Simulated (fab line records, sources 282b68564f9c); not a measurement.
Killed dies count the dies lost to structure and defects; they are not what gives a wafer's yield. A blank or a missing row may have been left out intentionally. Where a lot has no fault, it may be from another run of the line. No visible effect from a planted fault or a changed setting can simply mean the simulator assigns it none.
Which of the tools did it? || flow ritCmos || Sampling: 14 lots, 42 wafers, 3 of 202 route steps

== WHAT THE GAUGES SHOWED, per wafer ==
RIT_SILICIDE_RS_MEAS_02: the measuring method here is four-point-probe.
{"lot": "L484", "measured": "day 3 13:13", "on": "filmMetro-03", "SILICIDE_TI_RS (ohm/sq)": "48.9 48.8 49.4"}
{"lot": "L485", "measured": "day 3 13:44", "on": "filmMetro-01", "SILICIDE_TI_RS (ohm/sq)": "48.9 48.1 48.8"}
{"lot": "L486", "measured": "day 3 15:32", "on": "filmMetro-04", "SILICIDE_TI_RS (ohm/sq)": "47.4 47.8 48.0"}
{"lot": "L487", "measured": "day 4 02:17", "on": "filmMetro-03", "SILICIDE_TI_RS (ohm/sq)": "48.2 48.1 48.1"}
{"lot": "L488", "measured": "day 4 03:53", "on": "filmMetro-04", "SILICIDE_TI_RS (ohm/sq)": "48.3 47.9 47.9"}
{"lot": "L489", "measured": "day 4 09:10", "on": "filmMetro-04", "SILICIDE_TI_RS (ohm/sq)": "47.1 47.2 47.3"}
{"lot": "L490", "measured": "day 4 15:54", "on": "filmMetro-03", "SILICIDE_TI_RS (ohm/sq)": "47.8 47.3 48.3"}
{"lot": "L492", "measured": "day 4 21:04", "on": "filmMetro-03", "SILICIDE_TI_RS (ohm/sq)": "47.9 48.5 48.3"}
{"lot": "L497", "measured": "day 6 03:13", "on": "filmMetro-01", "SILICIDE_TI_RS (ohm/sq)": "48.3 48.4 48.6"}
{"lot": "L498", "measured": "day 6 13:08", "on": "filmMetro-04", "SILICIDE_TI_RS (ohm/sq)": "57.8 57.1 58.0"}
{"lot": "L500", "measured": "day 6 18:38", "on": "filmMetro-04", "SILICIDE_TI_RS (ohm/sq)": "58.1 58.0 58.3"}
{"lot": "L501", "measured": "day 7 08:43", "on": "filmMetro-04", "SILICIDE_TI_RS (ohm/sq)": "47.6 47.5 47.9"}
{"lot": "L503", "measured": "day 8 00:17", "on": "filmMetro-03", "SILICIDE_TI_RS (ohm/sq)": "47.7 47.6 48.0"}
{"lot": "L504", "measured": "day 8 05:52", "on": "filmMetro-01", "SILICIDE_TI_RS (ohm/sq)": "48.4 48.0 49.1"}

RIT_SILICIDE_THK_MEAS_03: measures by xrf.
{"lot": "L484", "measured": "day 3 13:20", "on": "filmMetro-03", "SILICIDE_TI_THK (nm)": "28.7 28.9 28.8"}
{"lot": "L485", "measured": "day 3 13:50", "on": "filmMetro-01", "SILICIDE_TI_THK (nm)": "28.6 29.1 28.8"}
{"lot": "L486", "measured": "day 3 15:39", "on": "filmMetro-04", "SILICIDE_TI_THK (nm)": "29.6 29.4 29.3"}
{"lot": "L487", "measured": "day 4 02:23", "on": "filmMetro-03", "SILICIDE_TI_THK (nm)": "29.2 29.3 29.2"}
{"lot": "L488", "measured": "day 4 04:01", "on": "filmMetro-04", "SILICIDE_TI_THK (nm)": "29.3 29.5 29.4"}
{"lot": "L489", "measured": "day 4 09:17", "on": "filmMetro-04", "SILICIDE_TI_THK (nm)": "29.9 29.7 29.5"}
{"lot": "L490", "measured": "day 4 16:00", "on": "filmMetro-03", "SILICIDE_TI_THK (nm)": "29.3 29.6 29.2"}
{"lot": "L492", "measured": "day 4 21:10", "on": "filmMetro-03", "SILICIDE_TI_THK (nm)": "29.4 29.2 29.1"}
{"lot": "L497", "measured": "day 6 03:20", "on": "filmMetro-01", "SILICIDE_TI_THK (nm)": "29.0 28.9 28.8"}
{"lot": "L498", "measured": "day 6 13:14", "on": "filmMetro-04", "SILICIDE_TI_THK (nm)": "25.5 25.7 25.4"}
{"lot": "L500", "measured": "day 6 18:46", "on": "filmMetro-04", "SILICIDE_TI_THK (nm)": "25.3 25.5 25.2"}
{"lot": "L501", "measured": "day 7 08:49", "on": "filmMetro-04", "SILICIDE_TI_THK (nm)": "29.7 29.6 29.7"}
{"lot": "L503", "measured": "day 8 00:22", "on": "filmMetro-03", "SILICIDE_TI_THK (nm)": "29.4 29.3 29.3"}
{"lot": "L504", "measured": "day 8 05:59", "on": "filmMetro-01", "SILICIDE_TI_THK (nm)": "29.0 29.2 28.8"}

== EACH LOT AND THE TOOL THAT RAN IT (in order: tool; ch and the chambers of the sampled wafers; start) ==
{"lot": "L484", "RIT_SILICIDE_SPUTTER_01": "pvdSputter-02, day 3 13:04"}
{"lot": "L485", "RIT_SILICIDE_SPUTTER_01": "pvdSputter-01, day 3 13:34"}
{"lot": "L486", "RIT_SILICIDE_SPUTTER_01": "pvdSputter-03, day 3 15:22"}
{"lot": "L487", "RIT_SILICIDE_SPUTTER_01": "pvdSputter-01, day 4 02:07"}
{"lot": "L488", "RIT_SILICIDE_SPUTTER_01": "pvdSputter-03, day 4 03:44"}
{"lot": "L489", "RIT_SILICIDE_SPUTTER_01": "pvdSputter-03, day 4 09:01"}
{"lot": "L490", "RIT_SILICIDE_SPUTTER_01": "pvdSputter-02, day 4 15:43"}
{"lot": "L492", "RIT_SILICIDE_SPUTTER_01": "pvdSputter-02, day 4 20:53"}
{"lot": "L497", "RIT_SILICIDE_SPUTTER_01": "pvdSputter-03, day 6 03:04"}
{"lot": "L498", "RIT_SILICIDE_SPUTTER_01": "pvdSputter-02, day 6 12:56"}
{"lot": "L500", "RIT_SILICIDE_SPUTTER_01": "pvdSputter-02, day 6 18:29"}
{"lot": "L501", "RIT_SILICIDE_SPUTTER_01": "pvdSputter-01, day 7 08:31"}
{"lot": "L503", "RIT_SILICIDE_SPUTTER_01": "pvdSputter-01, day 8 00:04"}
{"lot": "L504", "RIT_SILICIDE_SPUTTER_01": "pvdSputter-03, day 8 05:43"}
- RIT_SILICIDE_SPUTTER_01: material Ti, target thk 30 nm, time 240 s.

== WHAT THE TOOLS THEMSELVES READ (means of the sampled wafers that have a number; where no wafer has one, the mark that the record gives instead) ==
RIT_SILICIDE_SPUTTER_01.
{"lot": "L484", "tool": "pvdSputter-02", "cathodeDcPowerW (W)": 350.04, "throttleValvePct (%)": 30.2}
{"lot": "L485", "tool": "pvdSputter-01", "cathodeDcPowerW (W)": 349.99, "throttleValvePct (%)": 29.3}
{"lot": "L486", "tool": "pvdSputter-03", "cathodeDcPowerW (W)": 349.93, "throttleValvePct (%)": 29.6}
{"lot": "L487", "tool": "pvdSputter-01", "cathodeDcPowerW (W)": 350.00, "throttleValvePct (%)": 31.9}
{"lot": "L488", "tool": "pvdSputter-03", "cathodeDcPowerW (W)": 349.98, "throttleValvePct (%)": 30.1}
{"lot": "L489", "tool": "pvdSputter-03", "cathodeDcPowerW (W)": 349.98, "throttleValvePct (%)": 29.7}
{"lot": "L490", "tool": "pvdSputter-02", "cathodeDcPowerW (W)": 350.05, "throttleValvePct (%)": 30.8}
{"lot": "L492", "tool": "pvdSputter-02", "cathodeDcPowerW (W)": 350.04, "throttleValvePct (%)": 30.2}
{"lot": "L497", "tool": "pvdSputter-03", "cathodeDcPowerW (W)": 350.01, "throttleValvePct (%)": 29.6}
{"lot": "L498", "tool": "pvdSputter-02", "cathodeDcPowerW (W)": 350.03, "throttleValvePct (%)": 30.2}
{"lot": "L500", "tool": "pvdSputter-02", "cathodeDcPowerW (W)": 349.99, "throttleValvePct (%)": 29.5}
{"lot": "L501", "tool": "pvdSputter-01", "cathodeDcPowerW (W)": 349.94, "throttleValvePct (%)": 30.0}
{"lot": "L503", "tool": "pvdSputter-01", "cathodeDcPowerW (W)": 349.97, "throttleValvePct (%)": 30.7}
{"lot": "L504", "tool": "pvdSputter-03", "cathodeDcPowerW (W)": 350.07, "throttleValvePct (%)": 30.0}

== THE ANSWER, worked out from the rows above alone ==
Rule: the lots themselves supply what counts as usual. The widest of any qualifying gaps counts: lots, ordered by their means at a reading, are off when they make up no more than a third of the lots, leave a main group of 4 or more, and stand apart from it by 3 or more times the standard deviation of that group's means. Not used: any main group whose means are identical at the precision the tables above print for the reading. A lot without any number at a reading at which 4 lots or more have one is off too. The other lots that the step has rows for count as sound. The gauges are gone through in route order, then the tools' own readings, and for those a lot's mean is taken as printed above. At the first step where some lot is off, the reading lying furthest off is the one used; lots without a number count as furthest.
Off: L498, L500, at RIT_SILICIDE_RS_MEAS_02 (SILICIDE_TI_RS). Main group: mean 48.1 ohm/sq, sd 0.48.
If a tool, at a process step before that reading, ran all the lots that are off and no sound lot after the first of them, it fits. The gauges at RIT_SILICIDE_RS_MEAS_02 are tried like those tools. One candidate fits, namely pvdSputter-02 at RIT_SILICIDE_SPUTTER_01. A fault onset in the window from L492 (day 4 20:53, its last sound lot) to L498 (day 6 12:56, its first lot off) fits.

== WHAT HAD BEEN PUT IN BY THE SIMULATOR ==
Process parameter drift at RIT_SILICIDE_SPUTTER_01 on pvdSputter-02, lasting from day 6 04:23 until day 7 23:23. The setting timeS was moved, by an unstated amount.
Lots struck among those shown: L498, L500. The same result came from the rule above.
